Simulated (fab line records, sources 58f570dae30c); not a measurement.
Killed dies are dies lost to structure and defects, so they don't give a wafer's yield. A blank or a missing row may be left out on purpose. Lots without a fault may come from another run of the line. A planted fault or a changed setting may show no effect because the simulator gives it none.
Which tool did it? | flow berkeley_cmos170 | 14 lots, 42 wafers sampled, at 5 steps of a route of 331

WHAT THE GAUGES READ, wafer by wafer
UCB170_ACTIVE_THK_MEAS_03. Usual: ACTIVE_OXIDE_THK 26.7 nm, standard deviation 0.44.
lot  | measured    | on            | ACTIVE_OXIDE_THK (nm) | flag
L612 | day 4 14:51 | film_metro-02 | 26.3 26.3 26.5        |
L613 | day 4 14:51 | film_metro-04 | 26.8 26.5 27.3        |
L614 | day 4 21:27 | film_metro-02 | 26.4 26.1 26.5        |
L616 | day 5 12:23 | film_metro-02 | 26.6 26.0 26.3        |
L618 | day 5 12:23 | film_metro-01 | 27.6 27.6 27.2        |
L617 | day 5 12:26 | film_metro-02 | 26.3 26.6 26.6        |
L621 | day 6 01:41 | film_metro-02 | 27.3 27.1 26.7        |
L619 | day 6 01:41 | film_metro-04 | 26.8 26.8 27.0        |
L620 | day 6 01:41 | film_metro-01 | 26.4 27.4 26.9        |
L622 | day 6 17:07 | film_metro-02 | 26.6 26.7 26.7        |
L623 | day 6 17:07 | film_metro-01 | 26.1 26.1 26.2        |
L629 | day 8 08:15 | film_metro-04 | 26.8 27.1 27.2        |
L631 | day 8 08:19 | film_metro-02 | 26.4 26.0 26.5        |
L635 | day 9 12:35 | film_metro-04 | 26.5 26.3 27.2        |

UCB170_ACTIVE_OVL_MEAS_14. Usual: ACTIVE_OVL -5 nm, standard deviation 5.1.
lot  | measured    | on         | ACTIVE_OVL (nm) | flag
L612 | day 5 00:32 | overlay-01 | -9 0 -3         |
L613 | day 5 01:05 | overlay-01 | -3 -2 -1        |
L614 | day 5 07:14 | overlay-02 | -4 -5 -9        |
L616 | day 5 21:05 | overlay-02 | -3 -6 -6        |
L618 | day 5 21:22 | overlay-01 | -19 -8 3        |
L617 | day 5 21:16 | overlay-02 | -13 -13 -16     |
L621 | day 6 11:48 | overlay-02 | 0 -6 0          |
L619 | day 6 11:16 | overlay-01 | -5 -7 -2        |
L620 | day 6 11:34 | overlay-01 | -4 -11 -10      |
L622 | day 7 06:23 | overlay-02 | -12 -11 -8      |
L623 | day 7 06:37 | overlay-02 | -2 7 -3         |
L629 | day 8 16:53 | overlay-02 | -8 -6 -4        |
L631 | day 8 17:10 | overlay-01 | 8 8 -4          |
L635 | day 9 23:07 | overlay-01 | -1 -5 -5        |

UCB170_FIELD_THK_MEAS_91. Usual: FIELD_OXIDE_LEFT_2_THK 359 nm, standard deviation 13.
lot  | measured     | on            | FIELD_OXIDE_LEFT_2_THK (nm) | flag
L612 | day 7 01:23  | film_metro-04 | 337 340 338                 |
L613 | day 7 00:56  | film_metro-02 | 370 366 367                 |
L614 | day 7 11:26  | film_metro-02 | 377 366 365                 |
L616 | day 7 17:19  | film_metro-03 | 375 365 365                 |
L618 | day 7 17:52  | film_metro-04 | 374 367 368                 |
L617 | day 7 15:50  | film_metro-04 | 363 363 368                 |
L621 | day 8 07:26  | film_metro-04 | 372 372 361                 |
L619 | day 8 07:16  | film_metro-02 | 383 378 375                 |
L620 | day 8 06:59  | film_metro-04 | 364 358 358                 |
L622 | day 8 19:27  | film_metro-04 | 354 355 353                 |
L623 | day 8 19:10  | film_metro-04 | 358 355 357                 |
L629 | day 10 12:25 | film_metro-04 | 351 354 361                 |
L631 | day 10 13:01 | film_metro-03 | 378 371 382                 |
L635 | day 11 17:08 | film_metro-02 | 349 356 347                 |

UCB170_GATE_THK_MEAS_05. Usual: GATE_POLY_THK 214.9 nm, standard deviation 2.3.
lot  | measured     | on            | GATE_POLY_THK (nm) | flag
L612 | day 7 12:53  | film_metro-01 | 213.7 214.9 212.5  |
L613 | day 7 12:53  | film_metro-02 | 212.3 212.1 212.6  |
L614 | day 7 22:03  | film_metro-02 | 213.2 212.0 212.1  |
L616 | day 8 05:26  | film_metro-03 | 218.0 216.5 217.5  |
L618 | day 8 05:23  | film_metro-01 | 212.3 215.0 214.1  |
L617 | day 8 05:23  | film_metro-03 | 216.6 215.7 215.6  |
L621 | day 8 17:10  | film_metro-01 | 213.0 213.0 214.0  |
L619 | day 8 17:10  | film_metro-03 | 212.6 214.2 213.4  |
L620 | day 8 17:10  | film_metro-02 | 217.0 217.0 217.6  |
L622 | day 9 07:32  | film_metro-01 | 216.2 217.0 217.7  |
L623 | day 9 07:32  | film_metro-03 | 215.4 216.7 216.4  |
L629 | day 11 00:08 | film_metro-02 | 252.3 255.3 251.0  | OFF
L631 | day 11 00:12 | film_metro-03 | 221.3 221.3 242.6  | OFF
L635 | day 12 06:41 | film_metro-02 | 213.7 213.9 212.9  |

WHICH TOOL RAN EACH LOT (tool, then ch and the chambers of the sampled wafers, then the start)
lot  | UCB170_GATE_CVD_04
L612 | lpcvd-01 ch 0, day 7 11:29
L613 | lpcvd-01 ch 1, day 7 11:29
L614 | lpcvd-01 ch 0, day 7 20:39
L616 | lpcvd-02 ch 0, day 8 03:59
L618 | lpcvd-02 ch 0, day 8 03:59
L617 | lpcvd-02 ch 1, day 8 03:59
L621 | lpcvd-02 ch 0, day 8 15:46
L619 | lpcvd-02 ch 0, day 8 15:46
L620 | lpcvd-02 ch 0, day 8 15:46
L622 | lpcvd-02 ch 0, day 9 06:07
L623 | lpcvd-02 ch 1, day 9 06:07
L629 | lpcvd-02 ch 0, day 10 22:44
L631 | lpcvd-02 ch 0, day 10 22:44
L635 | lpcvd-02 ch 1, day 12 04:31
- UCB170_GATE_CVD_04: deposits poly-Si from SiH4, time 1440 s, target thk 214 nm.

WHAT THE TOOLS THEMSELVES READ (means of the sampled wafers that have a number; where no wafer has one, the mark that the record gives instead)
UCB170_GATE_CVD_04. Usual: spike_tc_centre_C 613.2 C, standard deviation 1.1; zone_power_centre_pct 27.9 %, standard deviation 2.9; zone_power_source_pct 11.9 %, standard deviation 0.78.
lot  | tool     | spike_tc_centre_C (C) | zone_power_centre_pct (%) | zone_power_source_pct (%) | flag
L612 | lpcvd-01 | 613.1                 | 26.6                      | 11.5                      |
L613 | lpcvd-01 | 613.6                 | 33.0                      | 10.9                      |
L614 | lpcvd-01 | 613.1                 | 26.8                      | 11.6                      |
L616 | lpcvd-02 | 613.3                 | 24.7                      | 11.4                      |
L618 | lpcvd-02 | 612.4                 | 24.3                      | 11.3                      |
L617 | lpcvd-02 | 614.7                 | 28.7                      | 12.7                      |
L621 | lpcvd-02 | 613.7                 | 24.7                      | 11.5                      |
L619 | lpcvd-02 | 613.1                 | 24.6                      | 11.4                      |
L620 | lpcvd-02 | 612.9                 | 24.6                      | 11.4                      |
L622 | lpcvd-02 | 613.7                 | 24.2                      | 11.5                      |
L623 | lpcvd-02 | 614.1                 | 28.8                      | 12.7                      |
L629 | lpcvd-02 | 626.9                 | 27.5                      | 11.0                      | OFF
L631 | lpcvd-02 | 624.9                 | 27.7                      | 10.9                      | OFF
L635 | lpcvd-02 | 612.0                 | 28.4                      | 12.9                      |

THE ANSWER, worked out from the rows above alone
Rule: a lot is off if the mean of its wafers that have a number lies more than 3 standard deviations from the usual mean. A lot without any number at a reading at which 4 lots or more have one is off too. The other lots that the step has rows for count as sound. The gauges are gone through in route order, then the tools' own readings, and for those a lot's mean is taken as printed above. The first step at which some lot is off is used, and at that step the reading that is off furthest; a lot without a number counts as furthest.
Off: L629, L631, at UCB170_GATE_THK_MEAS_05 (GATE_POLY_THK).
A tool fits if, at a process step before that reading, it ran every lot that is off, and no sound lot after the first of them. The gauges at UCB170_GATE_THK_MEAS_05 aren't tried: what is off there is off at UCB170_GATE_CVD_04 too, on other tools, and a gauge's error can't cause that. None of those tried fits.

WHAT THE SIMULATOR HAD PUT IN
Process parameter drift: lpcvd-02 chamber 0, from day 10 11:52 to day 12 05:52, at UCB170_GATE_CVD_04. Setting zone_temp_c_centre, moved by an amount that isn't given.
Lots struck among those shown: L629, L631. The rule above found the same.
